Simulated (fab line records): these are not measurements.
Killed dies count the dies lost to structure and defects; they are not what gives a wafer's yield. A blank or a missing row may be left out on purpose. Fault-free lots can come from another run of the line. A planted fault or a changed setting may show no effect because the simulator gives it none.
Comparing a struck lot with a sound one || flow ritCmos || 39 steps out of a route of 202
Sound: the wafers L647.2, L647.4, L647.5. Struck: wafers L650.1, L650.2, L650.3. Last of all comes the cause.
Per side, at each step with rows, come the tool, then ch with its chambers, and then its first start. Under that, the readings that differ: sound wafers || struck wafers || difference of the means || sigmas: that difference in standard deviations of wafers without a fault.
alike: readings whose means differ by less than 2 such deviations, and words and numbers that are the same on both sides. not compared: withheld readings, readings that some wafer has no value for, bounds like >300 that may hide the same value, and numbers for which the record gives no deviation and whose values overlap.
Wherever a step has rows on one side only, a row that says differs or no value, or a row with sigmas, the two part there. When numbers do not overlap yet have no deviation, they are printed without sigmas and do not part them. A reading that every wafer of one side lacks parts them only if that side has two wafers or more.

first, 3 steps without rows for these wafers: RIT_GATE_EXPOSE_13 (exposes mask M6, target cd 150 nm); RIT_GATE_PEB_14; RIT_GATE_DEVELOP_15 (develop time 50 s).
RIT_GATE_CD_MEAS_16: the cd target is 150 nm.
  struck on cdSem-01, day 3 20:46; sound on cdSem-01, day 3 05:10
  alike: cdNm
RIT_GATE_OVL_MEAS_17:
  struck on overlay-01, day 3 20:53; sound on overlay-02, day 3 05:16
  alike: GATE_OVL
then, 1 step without rows for these wafers: RIT_GATE_HARDBAKE_18 (time 60 s).
RIT_GATE_ETCH_19: etches poly-Si in SF6/CHF3/O2, stops on SiO2, time 165 s, target depth 312.5 nm.
  sound on rieSi-02 ch 0,1,3, day 3 05:34; struck on rieSi-01 ch 0,2,3, day 3 21:04
  alike: drypumpMotorCurrentA, oesProductAu, throttleValvePct
  not compared: rfHoursCounterH
RIT_GATE_STRIP_20: strips in O2, time 180 s.
  sound on plasmaAsher-01 ch 0,1, day 3 05:41; struck on plasmaAsher-04 ch 0,1, day 3 21:11
  alike: drypumpMotorCurrentA
  not compared: rfHoursCounterH
RIT_GATE_CD_MEAS_90: the cd target is 150 nm.
  struck on cdSem-01, day 3 21:21; sound on cdSem-01, day 3 05:53
  alike: cdNm
then, 3 steps without rows for these wafers: RIT_REOX_CLEAN_00 (cleans in SC1, time 600 s); RIT_REOX_CLEAN_01 (cleans in dHF, time 30 s); RIT_REOX_CLEAN_02 (cleans in SC2, time 600 s).
RIT_REOX_OXIDATION_03: target thk 25.2 nm, ox time 5580 s.
  sound on furnace-04 ch 0, day 3 06:53; struck on furnace-03 ch 0, day 3 21:52
{"reading": "spikeTcCentreC (C)", "sound": "901.8 900.4 899.7", "struck": "888.2 889.5 890.7", "difference": -11.2, "sigmas": -8}
{"reading": "spikeTcSourceC (C)", "sound": "925.2 926.4 926.1", "struck": "912.7 912.2 912.8", "difference": -13.3, "sigmas": -7}
{"reading": "tubeCenterTempC (C)", "sound": "900 899.77 900.01", "struck": "885.97 886.15 886.12", "difference": -13.85, "sigmas": "-99 or more"}
{"reading": "tube_center_temp_C_max", "sound": "902.2 903.1 901.9", "struck": "888.1 888.5 888.6", "difference": -14.0, "sigmas": -34}
{"reading": "zonePowerSourcePct (%)", "sound": "28.9 29.6 28.8", "struck": "27.5 27.3 27.4", "difference": -1.7, "sigmas": -5}
{"reading": "model.SiO2_of_REOX_OXIDATION_03.thkNm (nm)", "sound": "24.88 25.12 25.25", "struck": "21.74 21.42 21.46", "difference": -3.54, "sigmas": ""}
  alike: spikeTcLoadC
RIT_REOX_THK_MEAS_04:
  struck on filmMetro-03, day 4 00:25; sound on filmMetro-03, day 3 09:26
{"reading": "REOX_OXIDE_THK (nm)", "sound": "24.9 25.1 25.3", "struck": "21.8 21.5 21.5", "difference": -3.5, "sigmas": -6}
then, 6 steps without rows for these wafers: RIT_NLDD_HMDS_00 (prime time 60 s); RIT_NLDD_COAT_01 (resist thk 1000 nm); RIT_NLDD_SOFTBAKE_02 (time 60 s); RIT_NLDD_EXPOSE_03 (exposes mask M7, target cd 40700 nm); RIT_NLDD_PEB_04; RIT_NLDD_DEVELOP_05 (develop time 50 s).
RIT_NLDD_OVL_MEAS_06:
  struck on overlay-02, day 4 01:35; sound on overlay-01, day 3 10:20
  alike: NLDD_OVL
then, 2 steps without rows for these wafers: RIT_NLDD_HARDBAKE_07 (time 60 s); RIT_NLDD_IMPLANT_08.
RIT_NLDD_STRIP_09: strips in O2, time 180 s.
  sound on plasmaAsher-04 ch 0,1, day 3 10:40; struck on plasmaAsher-03 ch 0,1, day 4 01:55
  alike: drypumpMotorCurrentA
  not compared: rfHoursCounterH
RIT_NLDD_TW_MEAS_10:
  struck on filmMetro-01, day 4 02:05; sound on filmMetro-04, day 3 10:52
  alike: NLDD_TW
then, 6 steps without rows for these wafers: RIT_PLDD_HMDS_00 (prime time 60 s); RIT_PLDD_COAT_01 (resist thk 1000 nm); RIT_PLDD_SOFTBAKE_02 (time 60 s); RIT_PLDD_EXPOSE_03 (exposes mask M8, target cd 40900 nm); RIT_PLDD_PEB_04; RIT_PLDD_DEVELOP_05 (develop time 50 s).
RIT_PLDD_OVL_MEAS_06:
  struck on overlay-01, day 4 03:08; sound on overlay-01, day 3 11:53
  alike: PLDD_OVL
then, 2 steps without rows for these wafers: RIT_PLDD_HARDBAKE_07 (time 60 s); RIT_PLDD_IMPLANT_08.
RIT_PLDD_STRIP_09: strips in O2, time 180 s.
  sound on plasmaAsher-04 ch 1, day 3 12:13; struck on plasmaAsher-04 ch 0,1, day 4 03:28
  alike: drypumpMotorCurrentA
  not compared: rfHoursCounterH
RIT_PLDD_TW_MEAS_10:
  struck on filmMetro-04, day 4 03:38; sound on filmMetro-04, day 3 12:24
  alike: PLDD_TW
RIT_SPACER_CLEAN_00: cleans in SC1, time 600 s.
  sound on wetBench-02 ch 0, day 3 12:27; struck on wetBench-03 ch 1, day 4 03:42
{"reading": "bathHeatDutyPct (%)", "sound": "15.5 13.8 14.3", "struck": "17.7 20.5 19.7", "difference": "+4.8", "sigmas": "+3"}
{"reading": "model.SiO2_of_REOX_OXIDATION_03.thkNm (nm)", "sound": "22.95 23.18 23.29", "struck": "20.08 19.79 19.82", "difference": -3.24, "sigmas": ""}
then, 1 step without rows for these wafers: RIT_SPACER_CLEAN_01 (cleans in dHF, time 30 s).
RIT_M1_PROBE_99:
  struck on prober-02, day 4 17:27; sound on prober-01, day 4 02:13
{"reading": "model.etest.pmosTurned.rOnOhmUm", "sound": "3531 3567 3514", "struck": "3088 2954 3007", "difference": -521, "sigmas": ""}
{"reading": "model.etest.pmos_0p3.rOnOhmUm", "sound": "6413 6550 6476", "struck": "6140 6000 6060", "difference": -413, "sigmas": ""}
{"reading": "model.etest.pmos_0p15.rOnOhmUm", "sound": "2908 2924 2881", "struck": "2566 2473 2520", "difference": -385, "sigmas": ""}
{"reading": "model.etest.pldd.rsOhmSq", "sound": "483.8 490.8 497", "struck": "377.7 370.9 371", "difference": -117.3, "sigmas": ""}
{"reading": "model.etest.nmos_0p15.rOnOhmUm", "sound": "1197 1174 1144", "struck": "1095 1052 1027", "difference": -114, "sigmas": ""}
{"reading": "model.etest.nldd.rsOhmSq", "sound": "379 382.1 384.8", "struck": "325.4 322.9 324", "difference": -57.9, "sigmas": ""}
{"reading": "model.etest.nmosTurned.driveUaUm", "sound": "321.2 319.2 312", "struck": "387.8 399.6 396.1", "difference": "+77.0", "sigmas": ""}
{"reading": "model.etest.pldd.lineOhmUm", "sound": "152.9 154.1 155.1", "struck": "120.1 116.3 117.2", "difference": -36.2, "sigmas": ""}
  alike: killedAtContacts, killedAtFrontEnd, killedDies, killedOnRim, killedOpen, killedShort

WHERE THEY PART
First at RIT_REOX_OXIDATION_03; last, within this record, at RIT_SPACER_CLEAN_00. Later steps at which nothing parts them and some readings are alike: RIT_M1_PROBE_99.

WHY: what the simulator had put in
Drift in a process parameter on furnace-03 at RIT_REOX_OXIDATION_03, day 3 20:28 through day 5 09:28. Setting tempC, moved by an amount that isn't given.
